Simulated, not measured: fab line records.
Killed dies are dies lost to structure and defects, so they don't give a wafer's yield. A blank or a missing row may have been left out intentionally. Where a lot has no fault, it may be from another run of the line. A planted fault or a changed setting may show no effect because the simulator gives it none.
Which tool is to blame? | flow berkeley_cmos170 | 14 lots, 42 wafers sampled, at 2 steps of a route of 331

## WHAT EACH GAUGE READ, for each wafer
UCB170_NWELL_TW_MEAS_16. Usual: NWELL_TW gives 1238 (standard deviation 10).
lot  | measured    | on            | NWELL_TW       | flag
L706 | day 2 20:31 | film_metro-03 | 1243 1242 1245 |
L707 | day 3 13:08 | film_metro-01 | 1256 1255 1256 |
L710 | day 4 02:36 | film_metro-01 | 1256 1266 1262 |
L709 | day 4 02:53 | film_metro-03 | 1240 1234 1236 |
L713 | day 4 15:52 | film_metro-03 | 1236 1239 1230 |
L712 | day 4 16:08 | film_metro-03 | 1238 1239 1237 |
L715 | day 4 16:08 | film_metro-02 | 1238 1227 1219 |
L716 | day 4 16:16 | film_metro-02 | 1232 1226 1227 |
L714 | day 4 16:25 | film_metro-03 | 1246 1241 1237 |
L719 | day 5 19:13 | film_metro-02 | 1226 1219 1227 |
L721 | day 6 00:21 | film_metro-01 | 1262 1253 1251 |
L725 | day 6 12:29 | film_metro-03 | 1237 1236 1245 |
L727 | day 6 21:36 | film_metro-02 | 1238 1239 1233 |
L729 | day 7 08:07 | film_metro-03 | 1244 1245 1247 |

UCB170_PVT_TW_MEAS_09. Usual: PVT_TW gives 510 (standard deviation 7.3).
lot  | measured     | on            | PVT_TW      | flag
L706 | day 7 12:46  | film_metro-04 | 516 516 512 |
L707 | day 7 22:41  | film_metro-02 | 501 498 499 |
L710 | day 8 09:42  | film_metro-01 | 512 512 512 |
L709 | day 8 09:26  | film_metro-04 | 511 516 517 |
L713 | day 8 20:16  | film_metro-04 | 517 518 515 |
L712 | day 8 19:39  | film_metro-04 | 517 516 515 |
L715 | day 8 19:23  | film_metro-04 | 518 516 512 |
L716 | day 8 19:34  | film_metro-04 | 515 518 516 |
L714 | day 8 20:09  | film_metro-01 | 513 510 512 |
L719 | day 10 04:13 | film_metro-02 | 502 500 497 |
L721 | day 10 04:31 | film_metro-02 | 499 498 498 |
L725 | day 10 12:10 | film_metro-02 | 500 502 502 |
L727 | day 11 05:05 | film_metro-04 | 516 514 513 |
L729 | day 11 15:05 | film_metro-04 | 516 514 515 |

## WHICH TOOL RAN EACH LOT (tool, then ch and the chambers of the sampled wafers, then the start)
Before these readings, the record contains no process step.

## AS READ BY THE TOOLS THEMSELVES (means over the sampled wafers that have a number; for cases with no such wafer, the mark the record gives instead)
The record holds no such reading with a usual standard deviation.

## THE ANSWER, worked out from the rows above alone
Rule: a lot counts as off when the mean over its wafers that have a number is more than 3 standard deviations away from the usual mean. A lot without any number at a reading at which 4 lots or more have one is off too. Where the step has rows for the other lots, those lots are counted as sound. The gauges are gone through in route order, then the tools' own readings, and for those a lot's mean is taken as printed above. At the first step where some lot is off, the reading lying furthest off is the one used; lots without a number count as furthest.
No lot is off at any reading shown: from this, nothing can be told.

## WHAT WAS PUT IN BY THE SIMULATOR
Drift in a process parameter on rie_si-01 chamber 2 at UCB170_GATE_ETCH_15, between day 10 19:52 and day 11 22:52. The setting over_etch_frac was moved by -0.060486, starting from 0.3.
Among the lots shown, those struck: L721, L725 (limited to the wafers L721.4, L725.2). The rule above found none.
